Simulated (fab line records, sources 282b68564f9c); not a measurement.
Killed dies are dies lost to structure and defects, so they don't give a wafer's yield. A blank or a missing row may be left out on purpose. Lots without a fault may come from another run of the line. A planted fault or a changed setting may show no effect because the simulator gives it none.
A struck lot beside a sound one | flow rit_cmos | 14 steps out of a route of 202
Sound: wafers L500.1, L500.3, L500.4. Struck: wafers L510.1, L510.2, L510.4. The cause comes at the end.
At each step with rows: each side's tool, then ch and its chambers, then its first start. Under that, the readings that differ: sound wafers | struck wafers | difference of the means | sigmas: that difference in standard deviations of wafers without a fault.
alike: readings whose means differ by less than 2 such deviations, and words and numbers that are the same on both sides. not compared: withheld readings, readings that some wafer has no value for, bounds like >300 that may hide the same value, and numbers for which the record gives no deviation and whose values overlap.
The two part at a step that has a row with sigmas, a row that says differs or no value, or rows on one side only. Numbers that don't overlap but have no deviation are shown without sigmas and don't part them. A reading that every wafer of one side lacks parts them only if that side has two wafers or more.

RIT_FOX1_THK_MEAS_01:
  sound on film_metro-04, day 2 13:07; struck on film_metro-04, day 4 15:39
  alike: FOX1_OXIDE_THK
then, 2 steps without rows for these wafers: RIT_FOX1_WET_ETCH_02 (etches SiO2 in BOE, target depth 350 nm, time 390 s); RIT_FOX2_OXIDATION_00 (target thk 350.7 nm, ox time 1130 s).
RIT_FOX2_THK_MEAS_01:
  sound on film_metro-02, day 2 14:37; struck on film_metro-03, day 4 17:09
  alike: FOX2_OXIDE_THK
then, 2 steps without rows for these wafers: RIT_FOX2_CLEAN_02 (cleans in dHF, time 180 s); RIT_FOX2_WET_ETCH_03 (etches Si3N4 in H3PO4, target depth 195 nm, time 2700 s).
RIT_FOX2_THK_MEAS_90:
  sound on film_metro-04, day 2 15:29; struck on film_metro-04, day 4 18:02
  alike: FIELD_OXIDE_LEFT_1_THK
then, 5 steps without rows for these wafers: RIT_NWELL_HMDS_00 (prime time 60 s); RIT_NWELL_COAT_01 (resist thk 1300 nm); RIT_NWELL_SOFTBAKE_02 (time 58.47 s); RIT_NWELL_EXPOSE_03 (exposes mask M2, target cd 43900 nm); RIT_NWELL_PEB_04.
RIT_NWELL_DEVELOP_05: develop time 68 s.
  sound on litho_track-02 ch 0, day 2 16:00; struck on litho_track-04, day 4 18:00
  no value came back on the struck wafers for chill_plate_temp_C (C), develop_time_s (s); on the sound wafers chill_plate_temp_C (C) reads 22.80 23.05 22.87
RIT_NWELL_OVL_MEAS_06:
  sound on overlay-02, day 2 16:26; struck on overlay-01, day 4 18:58
  reading        | sound          | struck | difference                    | sigmas
  NWELL_OVL (nm) | -2.9 -2.1 -0.8 | - - -  | no value on the struck wafers |

WHERE THEY PART
First at RIT_NWELL_DEVELOP_05; last, within this record, at RIT_NWELL_OVL_MEAS_06.

WHY: what the simulator had put in
Skipped step whole: litho_track-04, from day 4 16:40 on, at RIT_NWELL_DEVELOP_05. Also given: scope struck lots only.
